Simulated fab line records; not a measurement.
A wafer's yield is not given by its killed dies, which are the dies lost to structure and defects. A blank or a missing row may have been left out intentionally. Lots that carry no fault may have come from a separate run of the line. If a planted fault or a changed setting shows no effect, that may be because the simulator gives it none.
8D (eight disciplines) problem report, filled in by code -- flow rit cmos -- the parts of the form that need people (team, actions taken, sign-off) are left out

1. WHAT IS WRONG
At RIT_M1_PROBE_99, killed at contacts averages 256.0 over 3 wafers from 3 lots, while fault-free wafers read 0.1, standard deviation 0.27. That is +99 or more standard deviations from the usual mean.
First observed at day 6 20:46: wafer L653.2, on prober-02. At this step, 9 wafers from 3 lots have a number in the record. Rule for "out", or "out of limits": more than 4 standard deviations from the usual mean. The other wafers with a number count as sound.

2. WHAT IT IS AND WHAT IT IS NOT
question,is,is not
which readings at this step,"killed at contacts, killed dies, killed on rim","killed open, killed short"
which lots,"L653, L654, L657",-
which wafers of those lots,"L653.2, L654.4, L657.6","L653.4, L653.6, L654.2, L654.3, L657.1, L657.3"
read on which tools,prober-02,-
when,from day 6 20:46,"up to then (0 sound wafers); but 6 sound wafers of L653, L654, L657 came after"

3. WHAT RULES OUT EACH SUSPECT
Counting: if a tool at a process step up to the reading ran every lot that is out, it stays a suspect. Sound lots after the first of them don't rule it out here, since some wafers of a struck lot are sound.
- rie diel-03 at RIT_CONTACT_ETCH_11 (etches SiO2 in CHF3/CF4/Ar, stops on TiSi2, target depth 480 nm, time 320 s): kept. It ran every lot that is out, first L653 (day 6 15:42).
- prober-02 at RIT_M1_PROBE_99: kept. It ran every lot that is out, first L653 (day 6 20:46). Its own readings are out on those wafers: killed at contacts, killed dies, killed on rim.
- rie diel-03, RIT_CONTACT_ETCH_11: wafers that are out in chamber 0, sound lot-mates in chambers 1, 2, 3.
What counting leaves: rie diel-03 at RIT_CONTACT_ETCH_11 and prober-02 at RIT_M1_PROBE_99.

4. THE CAUSE (what the simulator had put in)
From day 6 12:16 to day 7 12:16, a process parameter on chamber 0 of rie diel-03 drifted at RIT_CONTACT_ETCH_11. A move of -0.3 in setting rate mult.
This tool is one of the 2 suspects left after counting.

5. THE EFFECT CHAIN, in route order
Each row: a reading where the mean over the struck wafers with a number is more than 3 standard deviations away from the usual. Only readings whose record carries a usual standard deviation are examined. hours: median over the lots of the time between each lot's start at the first step of this table that gives one and its start at this step. sigmas: the change, counted in usual standard deviations.
hours,step,reading,usual,on struck wafers,change,sigmas
0,RIT_M1_PROBE_99,killed at contacts,0.1,256.0,+255.9,+99 or more
0,RIT_M1_PROBE_99,killed dies,7,264,+257,+86
0,RIT_M1_PROBE_99,killed on rim,1.7,70.0,+68.3,+49
The process steps in it:
- RIT_M1_PROBE_99

6. WHAT WOULD HAVE CAUGHT IT SOONER
The fault began at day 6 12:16; the first out-of-limits reading in this record came at day 6 20:46, 8 hours later.
No tool reading at RIT_CONTACT_ETCH_11 that has a usual standard deviation in the record was out on any struck wafer, so an alarm limit of 4 standard deviations on those readings would not have fired.
Of the lots that are out (3), L654, L657 began RIT_CONTACT_ETCH_11 on rie diel-03 after day 6 20:46. A hold on the tool at that time would have spared those 2.
